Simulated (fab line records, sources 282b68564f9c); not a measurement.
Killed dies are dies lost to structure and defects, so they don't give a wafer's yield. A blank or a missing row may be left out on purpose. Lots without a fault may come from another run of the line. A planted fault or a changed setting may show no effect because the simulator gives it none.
fab line records | flow rit_cmos
record lots=14 wafers=42 last_day=6
route steps=202 shown PRETRO@66 M1@202
lots that met no fault: from a run of the same line without faults
start_h: hours from the record's first day to the start of the lot's first wafer shown | wait_h: hours since the lot's step before | " the same as in the row above | L1.1+2: a row that stands for several wafers | - no value, or no start given | * or withheld: withheld | < > ~ a bound
route shown NAME@n: a module of which the file shows steps, and the number in the route of the first | usual: mean/standard deviation of fault-free wafers | same: alike in all rows | chamber/n: place in a boat | sites: the reading at each site | _std_site: their standard deviation | _edge_site: outer sites' mean less inner sites' | radius_mm: how far each site lies from the wafer's centre | mask NAME#n: copy n | behind: the tool/chamber that last shaped the wafer | hold: why the lot was held/for how many hours/how that ended | device: the transistor (n, p or np) that didn't switch | end of line: the same wafers' tests at the end of the route | a step without rows: its recipe alone | killed: dies lost to structure and defects at the first sort, not the wafer's yield | map: a wafer's dies, x killed, . not, _ none there
set.NAME: the setting as run; set.NAME@STEP: as run at that earlier step | model.NAME: the simulator's own value behind a step, which no gauge read
steps of the route over a sample of lots; a table a step, a row a wafer
## steps
# step RIT_PRETRO_SOFTBAKE_02
# recipe resist=NOVOLAK temp_c=90 time_s=60
# usual heater_power_total_W=34.56/0.048 plate_temp_C=89.99/0.12
# columns lot.wafer tool chamber start_h wait_h heater_power_total_W plate_temp_C
L571.2 litho_track-02 0 35.26 0.1 34.53 90.20
L571.3 " 0 " " 34.61 89.90
L571.4 " 0 " " 34.50 90.05
L572.1 litho_track-02 0 41.34 0.1 34.67 89.91
L572.2 " 0 " " 34.63 89.98
L572.5 " 0 " " 34.58 90.11
L574.1 litho_track-03 0 51.95 0.1 34.56 89.91
L574.4 " 0 " " 34.62 90.00
L574.5 " 0 " " 34.59 90.16
L575.1 litho_track-01 0 56.36 0.1 34.66 90.16
L575.3 " 0 " " 34.64 89.97
L575.4 " 0 " " 34.49 89.95
L576.1 litho_track-02 0 59.92 0.1 34.60 89.97
L576.2 " 0 " " 34.48 90.10
L576.6 " 0 " " 34.56 90.13
L577.1 litho_track-02 0 66.18 0.1 34.53 89.92
L577.3 " 0 " " 34.60 90.04
L577.4 " 0 " " 34.56 89.98
L578.1 litho_track-01 0 70.30 0.1 34.54 90.09
L578.3 " 0 " " 34.55 90.01
L578.6 " 0 " " 34.56 89.91
L580.1 litho_track-01 0 80.48 0.1 34.62 89.65
L580.3 " 0 " " 34.59 89.92
L580.5 " 0 " " 34.64 89.80
L581.1 litho_track-03 0 85.09 0.1 34.61 89.96
L581.4 " 0 " " 34.65 90.01
L581.5 " 0 " " 34.55 89.89
L582.1 litho_track-03 0 90.13 0.1 34.62 89.77
L582.3 " 0 " " 34.47 89.85
L582.4 " 0 " " 34.60 89.78
L583.2 litho_track-03 0 95.11 0.1 35.48 92.04
L583.4 " 0 " " 35.59 91.87
L583.5 " 0 " " 35.60 91.93
L584.2 litho_track-03 0 100.19 0.1 35.57 92.04
L584.3 " 0 " " 35.60 92.02
L584.6 " 0 " " 35.56 91.95
L585.1 litho_track-01 0 105.41 0.1 34.55 90.21
L585.4 " 0 " " 34.53 90.03
L585.6 " 0 " " 34.54 90.03
L587.2 litho_track-02 0 115.54 0.1 34.49 89.83
L587.3 " 0 " " 34.59 89.82
L587.6 " 0 " " 34.56 89.87
# step RIT_M1_PROBE_99
# usual killed_at_contacts=0.1/0.24 killed_at_front_end=7/3 killed_dies=7/3 killed_open=3.2/1.8 killed_short=3.5/2.1
# same gross_dies=264 killed_at_M0_to_M3=0 killed_at_M4_up=0 killed_at_back_side=0 killed_at_other=0
# columns lot.wafer tool chamber start_h wait_h killed_at_contacts killed_at_front_end killed_dies killed_open killed_short
L582.1 prober-02 - 116.84 0.1 0 12 12 6 6
L582.3 prober-02 - 116.94 0.2 1 11 12 5 7
L582.4 prober-02 - 116.99 0.2 0 13 13 6 7
# killed by level:class
L582.1 SPACER:geometric_particle:open=4 GATE:geometric_particle:short=3 GATE:geometric_particle:open=2 SPACER:geometric_particle:short=2 FOX2:geometric_particle:short=1
L582.3 SPACER:geometric_particle:short=3 SPACER:geometric_particle:open=2 FOX1:geometric_particle:open=1 FOX2:geometric_particle:open=1 FOX2:geometric_particle:short=1 GATE:geometric_particle:short=1 GATE:geometric_particle:open=1 REOX:geometric_particle:short=1
L582.4 FOX1:geometric_particle:short=3 FOX1:geometric_particle:open=2 SPACER:geometric_particle:short=2 SILICIDE:geometric_particle:open=2 FOX2:geometric_particle:short=1 GATE:geometric_particle:open=1 REOX:geometric_particle:short=1 SPACER:geometric_particle:open=1
## key
first_sign step=RIT_PRETRO_SOFTBAKE_02 reading=heater_power_total_W direction=up sigmas=21 usual=34.56 struck=35.56
effect step=RIT_PRETRO_SOFTBAKE_02 reading=plate_temp_C direction=up sigmas=16 usual=* struck=*
met_at RIT_PRETRO_SOFTBAKE_02
struck_lots L583,L584
tester_left_out L583,L584
onset_between 90.13 95.11
fault kind=process_parameter_drift tool=litho_track-03 chamber=- onset_h=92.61 steps=RIT_PRETRO_SOFTBAKE_02 channel=temp_c offset=* shape=step end_h=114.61 acts_in=* stated=*
# tester_left_out: of these lots the tester's yield and bins aren't shown, on N5 and GAA mostly nor the transistor test; their killed dies are dies lost to structure and defects alone, not to doping, threshold or leakage, so they don't give the yield
